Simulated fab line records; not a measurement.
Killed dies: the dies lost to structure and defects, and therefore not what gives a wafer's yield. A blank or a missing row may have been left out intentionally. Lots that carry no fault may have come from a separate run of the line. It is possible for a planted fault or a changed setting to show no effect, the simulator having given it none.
Tool commonality check | flow rit_cmos | 16 lots and 60 wafers in the sample

== WHY THIS WAS OPENED ==
Flagged at RIT_GATE_CD_MEAS_16: reading cd_nm, on 4 of 16 lots. Wafers without a fault read 149.4 nm, standard deviation 2.5.
Rule: a lot gets a flag if all its wafers with a number sit over 4 standard deviations from that mean, or if no wafer of it has a number. As for the other lots, they are considered sound.

lot  | measured    | on        | cd_nm (nm), wafer by wafer          | flag
L954 | day 2 14:55 | cd_sem-02 | 147.3 145.8 144.6                   |
L956 | day 3 01:21 | cd_sem-01 | 150.6 149.5 147.6                   |
L957 | day 3 06:20 | cd_sem-01 | 146.5 145.8 145.1                   |
L958 | day 3 14:46 | cd_sem-01 | 146.6 147.5 149.4                   |
L959 | day 3 17:31 | cd_sem-02 | 151.1 150.3 149.9                   |
L960 | day 4 01:22 | cd_sem-02 | 147.0 146.4 146.7                   |
L961 | day 4 04:56 | cd_sem-01 | 152.3 153.7 152.8                   |
L962 | day 4 09:32 | cd_sem-02 | 152.8 152.6 150.3                   |
L963 | day 4 13:29 | cd_sem-02 | 148.9 147.3 148.9                   |
L964 | day 4 19:16 | cd_sem-01 | 221.1 220.6 218.0 220.8 220.8 218.1 | FLAGGED
L965 | day 4 23:00 | cd_sem-02 | 150.1 147.9 148.4                   |
L969 | day 5 18:28 | cd_sem-02 | 197.8 196.0 198.9 197.7 195.9 199.1 | FLAGGED
L971 | day 6 03:14 | cd_sem-01 | 189.2 189.3 187.9 189.1 189.7 188.0 | FLAGGED
L972 | day 6 10:08 | cd_sem-02 | 184.8 181.4 182.5 184.7 181.4 182.4 | FLAGGED
L975 | day 6 22:47 | cd_sem-01 | 150.4 150.4 150.9                   |
L977 | day 7 09:04 | cd_sem-02 | 146.9 146.4 148.3                   |
The mean of the flagged lots' numbers is 197.3 nm, +47.9 nm from the usual (+19 standard deviations).

== TOOL THAT RAN EACH LOT ==
The record holds 1 process step before the reading, out of a route of 202 steps. Each cell gives the tool, then ch followed by the chambers the sampled wafers passed through, then the start.
lot  | flag    | RIT_GATE_EXPOSE_13
L954 |         | iline_stepper-01 ch 0, day 2 14:31
L956 |         | iline_stepper-01 ch 0, day 3 00:57
L957 |         | iline_stepper-02 ch 0, day 3 05:56
L958 |         | iline_stepper-02 ch 0, day 3 14:22
L959 |         | iline_stepper-01 ch 0, day 3 17:07
L960 |         | iline_stepper-02 ch 0, day 4 00:58
L961 |         | iline_stepper-02 ch 0, day 4 04:32
L962 |         | iline_stepper-01 ch 0, day 4 09:02
L963 |         | iline_stepper-01 ch 0, day 4 13:05
L964 | FLAGGED | iline_stepper-01 ch 0, day 4 18:52
L965 |         | iline_stepper-02 ch 0, day 4 22:36
L969 | FLAGGED | iline_stepper-01 ch 0, day 5 18:04
L971 | FLAGGED | iline_stepper-01 ch 0, day 6 02:50
L972 | FLAGGED | iline_stepper-01 ch 0, day 6 09:44
L975 |         | iline_stepper-02 ch 0, day 6 22:23
L977 |         | iline_stepper-02 ch 0, day 7 08:40
These steps, and what they do:
- RIT_GATE_EXPOSE_13: exposes mask M6, target cd 150 nm.
- RIT_GATE_CD_MEAS_16: target cd 150 nm.

== FLAGGED OVER TOTAL, TOOL BY TOOL (the gauges that took the reading come last) ==
step                | tool             | lots run | flagged | share of the flagged lots | sound lots run after its first flagged lot
RIT_GATE_EXPOSE_13  | iline_stepper-01 | 9        | 4       | all                       | 0
RIT_GATE_EXPOSE_13  | iline_stepper-02 | 7        | 0       | none                      | -
RIT_GATE_CD_MEAS_16 | cd_sem-01        | 7        | 2       | some                      | 1 (L975)
RIT_GATE_CD_MEAS_16 | cd_sem-02        | 9        | 2       | some                      | 1 (L977)

== WHAT IS ALLOWED BY THE TABLE ==
In the table, 1 row covers all flagged lots: iline_stepper-01 at RIT_GATE_EXPOSE_13.
- iline_stepper-01 at RIT_GATE_EXPOSE_13 ran 9 lots, 4 of them flagged. Its last sound lot is L963 (day 4 13:05), its first flagged lot L964 (day 4 18:52): a fault that began between those two fits. Its own readings lie more than 4 standard deviations out on every wafer of the flagged lots: exposure_dose_mJ_cm2.
Just one tool remains: iline_stepper-01 at RIT_GATE_EXPOSE_13.

== WHAT THE SIMULATOR HAD PUT IN ==
Process parameter drift: iline_stepper-01, from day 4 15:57 on, at RIT_GATE_EXPOSE_13. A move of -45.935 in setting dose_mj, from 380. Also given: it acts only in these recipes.
Shown lots that were struck: L964, L969, L971, L972. The rule above found the same.
